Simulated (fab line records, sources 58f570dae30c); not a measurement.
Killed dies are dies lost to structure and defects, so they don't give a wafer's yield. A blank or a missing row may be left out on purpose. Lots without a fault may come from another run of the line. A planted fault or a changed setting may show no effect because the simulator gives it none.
A struck lot beside a sound one | flow berkeley_cmos170 | 17 steps out of a route of 331
Sound: wafers L357.1, L357.2, L357.4. Struck: wafers L373.2, L373.5, L373.6. The cause comes at the end.
At each step with rows: each side's tool, then ch and its chambers, then its first start. Under that, the readings that differ: sound wafers | struck wafers | difference of the means | sigmas: that difference in standard deviations of wafers without a fault.
alike: readings whose means differ by less than 2 such deviations, and words and numbers that are the same on both sides. not compared: withheld readings, readings that some wafer has no value for, bounds like >300 that may hide the same value, and numbers for which the record gives no deviation and whose values overlap.
The two part at a step that has a row with sigmas, a row that says differs or no value, or rows on one side only. Numbers that don't overlap but have no deviation are shown without sigmas and don't part them. A reading that every wafer of one side lacks parts them only if that side has two wafers or more.

UCB170_ZERO_ETCH_06: etches SiO2 in CHF3/CF4/Ar, time 12 s.
  sound on rie_diel-04 ch 1,2,3, day 2 09:30; struck on rie_diel-01 ch 1,2, day 5 17:02
  alike: drypump_motor_current_A, oes_product_au, throttle_valve_pct
  not compared: rf_hours_counter_h
UCB170_ZERO_STRIP_07: strips in O2.
  sound on plasma_asher-03 ch 0,1, day 2 09:31; struck on plasma_asher-02 ch 0,1, day 5 17:04
  alike: drypump_motor_current_A, oes_product_au, strip_time_to_endpoint_s
  not compared: rf_hours_counter_h
then, 2 steps without rows for these wafers: UCB170_NWELL_WET_ETCH_00 (etches SiO2 in dHF, time 200 s); UCB170_NWELL_OXIDATION_01 (target thk 26.4 nm, ox time 1260 s).
UCB170_NWELL_THK_MEAS_02:
  sound on film_metro-02, day 2 19:17; struck on film_metro-03, day 5 23:08
  alike: NWELL_OXIDE_THK
then, 2 steps without rows for these wafers: UCB170_NWELL_ANNEAL_03 (time 900 s); UCB170_NWELL_CVD_04 (deposits Si3N4 from SiH2Cl2/NH3, target thk 224 nm, time 3360 s).
UCB170_NWELL_THK_MEAS_05:
  sound on film_metro-01, day 3 12:05; struck on film_metro-01, day 6 06:49
  reading                | sound             | struck            | difference | sigmas
  NWELL_NITRIDE_THK (nm) | 227.0 224.4 227.0 | 219.6 220.3 220.5 | -6.0       | -3
then, 4 steps without rows for these wafers: UCB170_NWELL_HMDS_06 (prime time 60 s); UCB170_NWELL_COAT_07 (resist thk 900 nm); UCB170_NWELL_SOFTBAKE_08 (time 60 s); UCB170_NWELL_EXPOSE_09 (exposes mask NWELL, target cd 3000 nm).
UCB170_NWELL_PEB_10:
  sound on litho_track-03 ch 0, day 3 13:03; struck on litho_track-04 ch 0, day 6 10:00
  reading                  | sound                | struck               | difference | sigmas
  heater_power_total_W (W) | 56.70 56.82 56.77    | 58.77 58.79 58.74    | +2.00      | +42
  plate_temp_C (C)         | 130.01 130.12 130.21 | 133.43 133.41 133.45 | +3.32      | +24
then, 1 step without rows for these wafers: UCB170_NWELL_DEVELOP_11 (develop time 45 s).
UCB170_NWELL_OVL_MEAS_12:
  sound on overlay-01, day 3 13:19; struck on overlay-02, day 6 10:19
  alike: NWELL_OVL
UCB170_NWELL_ETCH_13: etches Si3N4 in CH3F/Ar/O2, stops on SiO2, target depth 246.4 nm, time 154 s.
  sound on rie_diel-02 ch 0,1,3, day 3 13:22; struck on rie_diel-03 ch 1,2, day 6 10:20
  reading                | sound          | struck         | difference | sigmas
  model.NWELL.cd_nm (nm) | 2997 2998 2999 | 3023 3023 3022 | +25        |
  alike: drypump_motor_current_A, oes_product_au, throttle_valve_pct
  not compared: rf_hours_counter_h
then, 1 step without rows for these wafers: UCB170_NWELL_IMPLANT_14.

WHERE THEY PART
First at UCB170_NWELL_THK_MEAS_05; last, within this record, at UCB170_NWELL_PEB_10. Later steps at which nothing parts them and some readings are alike: UCB170_NWELL_OVL_MEAS_12, UCB170_NWELL_ETCH_13.

WHY: what the simulator had put in
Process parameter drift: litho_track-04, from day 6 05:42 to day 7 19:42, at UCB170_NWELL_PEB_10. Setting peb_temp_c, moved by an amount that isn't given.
